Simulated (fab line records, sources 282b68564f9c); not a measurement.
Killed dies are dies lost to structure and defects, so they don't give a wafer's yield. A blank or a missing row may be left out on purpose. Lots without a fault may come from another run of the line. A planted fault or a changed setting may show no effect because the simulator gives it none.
Split-lot experiment | flow rit_cmos | 5 lots, 23 wafers read, on a route of 202 steps

THE SPLIT
At RIT_ACTIVE_CVD_03 (deposits Si3N4 from SiH2Cl2/NH3, target thk 150 nm, time 1500 s), the setting sih2cl2_flow_sccm was moved away from the recipe's 60 sccm on 15 of the 23 wafers read, by +6.3% to +10.8%. The other wafers ran this setting at the recipe's value.

The reading is taken at the split's own step.

THE READING
Si3N4_of_ACTIVE_CVD_03.thk_nm (the simulator's own value, which no gauge read), in nm, at RIT_ACTIVE_CVD_03 (deposits Si3N4 from SiH2Cl2/NH3, target thk 150 nm, time 1500 s). The file gives no usual value for it. The 8 wafers here that ran the recipe average 148.8 nm, standard deviation 0.55 nm.

wafer  | tool, chamber at the split | sih2cl2_flow_sccm as run, sccm | against the recipe | Si3N4_of_ACTIVE_CVD_03.thk_nm, nm | against lot-mates on the recipe
L077.1 | -, -                       | 64                             | +6.7%              | 152.5                             | no lot-mate on the recipe
L077.2 | -, -                       | 64                             | +6.7%              | 153.7                             | no lot-mate on the recipe
L077.3 | -, -                       | 64                             | +6.7%              | 153.7                             | no lot-mate on the recipe
L077.5 | -, -                       | 64                             | +6.7%              | 153                               | no lot-mate on the recipe
L077.6 | -, -                       | 64                             | +6.7%              | 153.2                             | no lot-mate on the recipe
L079.1 | -, -                       | 66.47                          | +10.8%             | 154.2                             | no lot-mate on the recipe
L079.2 | -, -                       | 66.47                          | +10.8%             | 154.3                             | no lot-mate on the recipe
L079.3 | -, -                       | 66.47                          | +10.8%             | 153.8                             | no lot-mate on the recipe
L079.4 | -, -                       | 66.47                          | +10.8%             | 153.3                             | no lot-mate on the recipe
L079.5 | -, -                       | 66.47                          | +10.8%             | 153.9                             | no lot-mate on the recipe
L080.1 | -, -                       | 63.76                          | +6.3%              | 153.6                             | no lot-mate on the recipe
L080.5 | -, -                       | 63.76                          | +6.3%              | 153.6                             | no lot-mate on the recipe
L080.2 | -, -                       | 63.76                          | +6.3%              | 154.9                             | no lot-mate on the recipe
L080.3 | -, -                       | 63.76                          | +6.3%              | 154.9                             | no lot-mate on the recipe
L080.6 | -, -                       | 63.76                          | +6.3%              | 154.5                             | no lot-mate on the recipe
L081.1 | -, -                       | 60                             | recipe             | 148.2                             | -
L081.2 | -, -                       | 60                             | recipe             | 148.7                             | -
L081.3 | -, -                       | 60                             | recipe             | 149.9                             | -
L081.5 | -, -                       | 60                             | recipe             | 148.5                             | -
L081.6 | -, -                       | 60                             | recipe             | 148.3                             | -
L082.1 | lpcvd-01, 1                | 60                             | recipe             | 149.1                             | -
L082.4 | lpcvd-01, 1                | 60                             | recipe             | 149.2                             | -
L082.5 | lpcvd-01, 1                | 60                             | recipe             | 148.3                             | -

THE FIT
A straight line over all 23 wafers: Si3N4_of_ACTIVE_CVD_03.thk_nm changes by +0.536 nm for each +1% of sih2cl2_flow_sccm; r = +0.89; the points scatter about the line by 1.2 nm.
Too few moved wafers have a lot-mate on the recipe to fit a line with each lot's own level taken away.

THE FILE'S OWN FIT
Si3N4_of_ACTIVE_CVD_03.thk_nm changes by +0.535 nm for each +1% of sih2cl2_flow_sccm, r = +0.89.
